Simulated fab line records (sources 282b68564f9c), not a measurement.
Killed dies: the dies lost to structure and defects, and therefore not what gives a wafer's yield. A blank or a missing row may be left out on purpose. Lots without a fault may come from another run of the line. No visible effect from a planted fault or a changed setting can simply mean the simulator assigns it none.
Split-lot experiment	flow rit_cmos	route with 202 steps; 5 lots, 23 wafers read

## THE SPLIT
At RIT_GATE_DEVELOP_15 (develop time 50 s), the setting dev_temp_c was moved away from the recipe's 23 C on 6 of the 23 wafers read, by -13.8% to -9.9%. The other wafers ran this setting at the recipe's value.

## FROM THE SPLIT TO THE READING: what the file shows between them, 28 steps
- RIT_GATE_HARDBAKE_18: time 60 s
- RIT_GATE_ETCH_19: etches poly-Si in SF6/CHF3/O2, stops on SiO2, time 165 s, target depth 312.5 nm
- RIT_REOX_OXIDATION_03: target thk 25.2 nm, ox time 5580 s (also split here: ox_time_s)
- RIT_NLDD_SOFTBAKE_02: time 60 s (also split here: temp_c)
- RIT_NLDD_EXPOSE_03: exposes mask M7, target cd 40700 nm
- RIT_NLDD_PEB_04
- RIT_NLDD_DEVELOP_05: develop time 50 s
- RIT_NLDD_IMPLANT_08 (also split here: energy_kev)
- RIT_NSD_COAT_01: resist thk 1000 nm (also split here: resist_thk_nm)
- RIT_NSD_SOFTBAKE_02: time 60 s
- RIT_NSD_EXPOSE_03: exposes mask M9, target cd 40700 nm
- RIT_NSD_DEVELOP_05: develop time 50 s
- RIT_NSD_HARDBAKE_07: time 60 s
- RIT_NSD_IMPLANT_08 (also split here: dose_cm2)
- RIT_PSD_IMPLANT_08 (also split here: energy_kev)
- RIT_PSD_STRIP_09: strips in O2, time 180 s
- RIT_SDANNEAL_CLEAN_02: cleans in SC2, time 600 s
- RIT_SDANNEAL_RTA_03: time 5 s
- RIT_SDANNEAL_RS_MEAS_04: measures by four-point-probe
- RIT_SDANNEAL_RS_MEAS_05: measures by four-point-probe
- RIT_SILICIDE_SPUTTER_01: material Ti, target thk 30 nm, time 240 s (also split here: chamber_pressure_pa)
- RIT_SILICIDE_RS_MEAS_02: measures by four-point-probe
- RIT_CONTACT_DEVELOP_07: develop time 120 s (also split here: develop_time_s)
- RIT_CONTACT_CD_MEAS_08: target cd 1000 nm
- RIT_CONTACT_HARDBAKE_10: time 60 s
- RIT_CONTACT_ETCH_11: etches SiO2 in CHF3/CF4/Ar, stops on TiSi2, target depth 480 nm, time 320 s
- RIT_CONTACT_STRIP_12: strips in O2, time 180 s (also split here: time_s)
- RIT_CONTACT_CD_MEAS_90: target cd 1000 nm

## THE READING
etest.pmos_0p15.drive_ua_um (the simulator's own value, which no gauge read), at RIT_M1_PROBE_99. The file gives no usual value for it. The 17 wafers here that ran the recipe average 267.7, standard deviation 22.

wafer	tool, chamber at the split	dev_temp_c as run, C	against the recipe	etest.pmos_0p15.drive_ua_um	against lot-mates on the recipe
L075.2	litho_track-03, 0	23	recipe	268.5	-
L075.3	litho_track-03, 0	23	recipe	262.2	-
L075.4	litho_track-03, 0	23	recipe	267.4	-
L078.1	litho_track-03, 0	19.82	-13.8%	322.1	+48.7
L078.3	litho_track-03, 0	23	recipe	278.3	-
L078.4	litho_track-03, 0	23	recipe	270.9	-
L078.5	litho_track-03, 0	23	recipe	270.9	-
L078.6	litho_track-03, 0	19.82	-13.8%	336	+62.6
L081.1	litho_track-02, 0	20.57	-10.6%	362.2	+54.2
L081.2	litho_track-02, 0	23	recipe	302.9	-
L081.4	litho_track-02, 0	20.57	-10.6%	361.1	+53.1
L081.5	litho_track-02, 0	23	recipe	308	-
L081.6	litho_track-02, 0	23	recipe	313.1	-
L082.1	litho_track-02, 0	23	recipe	244.2	-
L082.2	litho_track-02, 0	23	recipe	246.3	-
L082.3	litho_track-02, 0	23	recipe	241.1	-
L082.4	litho_track-02, 0	23	recipe	246.4	-
L082.5	litho_track-02, 0	23	recipe	242.5	-
L083.1	litho_track-02, 0	23	recipe	264.9	-
L083.2	litho_track-02, 0	23	recipe	262	-
L083.4	litho_track-02, 0	20.72	-9.9%	298.9	+36.2
L083.5	litho_track-02, 0	23	recipe	261.2	-
L083.6	litho_track-02, 0	20.72	-9.9%	305.3	+42.6

FIT RESULTS
A straight line over all 23 wafers: etest.pmos_0p15.drive_ua_um changes by -5.41 for each +1% of dev_temp_c; r = -0.77; the points scatter about the line by 24.
The same after taking each lot's own level away (the mean of its wafers on the recipe; 23 wafers): -4.3 for each +1%; r = -0.98; scatter 4.6.
On that fit, the largest move of dev_temp_c shifts the reading by 59.
From 244.10 to 308.00: that is the span of the lots' own levels, equal to 2.9 times the standard deviation above.
So the lot-to-lot level blurs the effect unless lot-mates are compared.
Check: for one of the wafers moved furthest among these (-13.8%), held out of the fit, the line's prediction against its lot-mates is +62.9. Against them it came out at +48.7.

## THESE WAFERS: OTHER SPLITS
Other splits were also applied to these wafers ahead of the reading. Each is held against what the fit with the lots' levels taken away leaves over:
other split on the same wafers	wafers away from the commonest value	r with etest.pmos_0p15.drive_ua_um (lot level and that fit taken away)
RIT_REOX_OXIDATION_03 ox_time_s	18	-0.09
RIT_NLDD_SOFTBAKE_02 temp_c	8	-0.04
RIT_NLDD_IMPLANT_08 energy_kev	12	-0.03
RIT_NSD_COAT_01 resist_thk_nm	8	-0.10
RIT_NSD_IMPLANT_08 dose_cm2	6	+0.28
RIT_PSD_IMPLANT_08 energy_kev	8	+0.04
RIT_SILICIDE_SPUTTER_01 chamber_pressure_pa	10	-0.29
RIT_CONTACT_DEVELOP_07 develop_time_s	8	+0.04
RIT_CONTACT_STRIP_12 time_s	6	+0.28

## THE WHOLE CHAIN: every reading that the file lists as answering this split, in the file's order
step	what it does	reading	change (the file's fit)	r (the file's)
RIT_M1_PROBE_99		etest.pmos_turned.r_on_ohm_um (the simulator's own value, which no gauge read)	+27.8 for each +1% of the setting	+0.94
RIT_M1_PROBE_99		etest.pmos_0p3.r_on_ohm_um (the simulator's own value, which no gauge read)	+26.8 for each +1% of the setting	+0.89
RIT_M1_PROBE_99		etest.pmos_0p15.r_on_ohm_um (the simulator's own value, which no gauge read)	+27.3 for each +1% of the setting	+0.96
RIT_M1_PROBE_99		etest.nmos_turned.drive_ua_um (the simulator's own value, which no gauge read)	-4.21 for each +1% of the setting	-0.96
RIT_M1_PROBE_99		etest.nmos_0p15.drive_ua_um (the simulator's own value, which no gauge read)	-6.82 for each +1% of the setting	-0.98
RIT_M1_PROBE_99		etest.pmos_0p15.drive_ua_um (the simulator's own value, which no gauge read)	-4.31 for each +1% of the setting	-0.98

## THE FILE'S OWN FIT
etest.pmos_0p15.drive_ua_um changes by -4.31 for each +1% of dev_temp_c, r = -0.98.
